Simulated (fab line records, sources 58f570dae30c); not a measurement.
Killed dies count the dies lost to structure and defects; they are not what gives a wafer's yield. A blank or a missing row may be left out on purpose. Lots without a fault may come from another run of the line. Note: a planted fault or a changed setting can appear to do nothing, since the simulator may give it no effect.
Chamber matching :: flow berkeley-cmos170 :: UCB170_ZERO_ETCH_06 on rie-diel-01 has 4 sister chambers
The step etches SiO2 in CHF3/CF4/Ar, time 12 s. 8 wafers are shown with their chamber, then 8 later ones without.

== EACH WAFER AND ITS CHAMBER ==
wafer: L079.5
chamber: 3
throttle-valve-pct (%): 9.29
oes-product-au (a.u.): 0.618

wafer: L080.1
chamber: 0
throttle-valve-pct (%): 9.44
oes-product-au (a.u.): 0.613

wafer: L080.2
chamber: 1
throttle-valve-pct (%): 9.30
oes-product-au (a.u.): 0.598

wafer: L080.3
chamber: 2
throttle-valve-pct (%): 9.14
oes-product-au (a.u.): 0.608

wafer: L081.2
chamber: 2
throttle-valve-pct (%): 9.15
oes-product-au (a.u.): 0.606

wafer: L081.4
chamber: 1
throttle-valve-pct (%): 9.32
oes-product-au (a.u.): 0.594

wafer: L081.5
chamber: 3
throttle-valve-pct (%): 9.30
oes-product-au (a.u.): 0.628

wafer: L083.1
chamber: 0
throttle-valve-pct (%): 9.45
oes-product-au (a.u.): 0.622

== WAFERS WHOSE CHAMBER IS MISSING ==
wafer: L083.3
throttle-valve-pct (%): 9.29
oes-product-au (a.u.): 0.623

wafer: L083.4
throttle-valve-pct (%): 9.14
oes-product-au (a.u.): 0.605

wafer: L088.1
throttle-valve-pct (%): 9.15
oes-product-au (a.u.): 0.609

wafer: L088.3
throttle-valve-pct (%): 9.42
oes-product-au (a.u.): 0.614

wafer: L088.5
throttle-valve-pct (%): 9.45
oes-product-au (a.u.): 0.621

wafer: L090.2
throttle-valve-pct (%): 9.30
oes-product-au (a.u.): 0.625

wafer: L090.5
throttle-valve-pct (%): 9.43
oes-product-au (a.u.): 0.617

wafer: L090.6
throttle-valve-pct (%): 9.28
oes-product-au (a.u.): 0.622

== WHICH CHAMBER EACH ONE RAN IN ==
wafer: L083.3
from the rows above: 3
in truth: 3

wafer: L083.4
from the rows above: 2
in truth: 2

wafer: L088.1
from the rows above: 2
in truth: 2

wafer: L088.3
from the rows above: 0
in truth: 0

wafer: L088.5
from the rows above: 0
in truth: 0

wafer: L090.2
from the rows above: 3
in truth: 3

wafer: L090.5
from the rows above: 0
in truth: 0

wafer: L090.6
from the rows above: 3
in truth: 3
Correctly placed: 8 of 8. From these rows, 0 cannot be placed. 0 placed wrongly.
How it was worked out, from the rows above alone: a wafer's distance from a chamber is the root of the sum, over the readings, of the square of ((its reading less the chamber's mean) divided by the reading's scatter). If the next closest chamber is less than 2 further off than the closest, the wafer can't be placed; otherwise it belongs to the closest. A chamber's mean is the mean of its shown wafers. How the scatter is found: for the shown wafers, subtract from each reading the mean of its chamber, square and add these, divide the total by (wafers less chambers), then take the root.
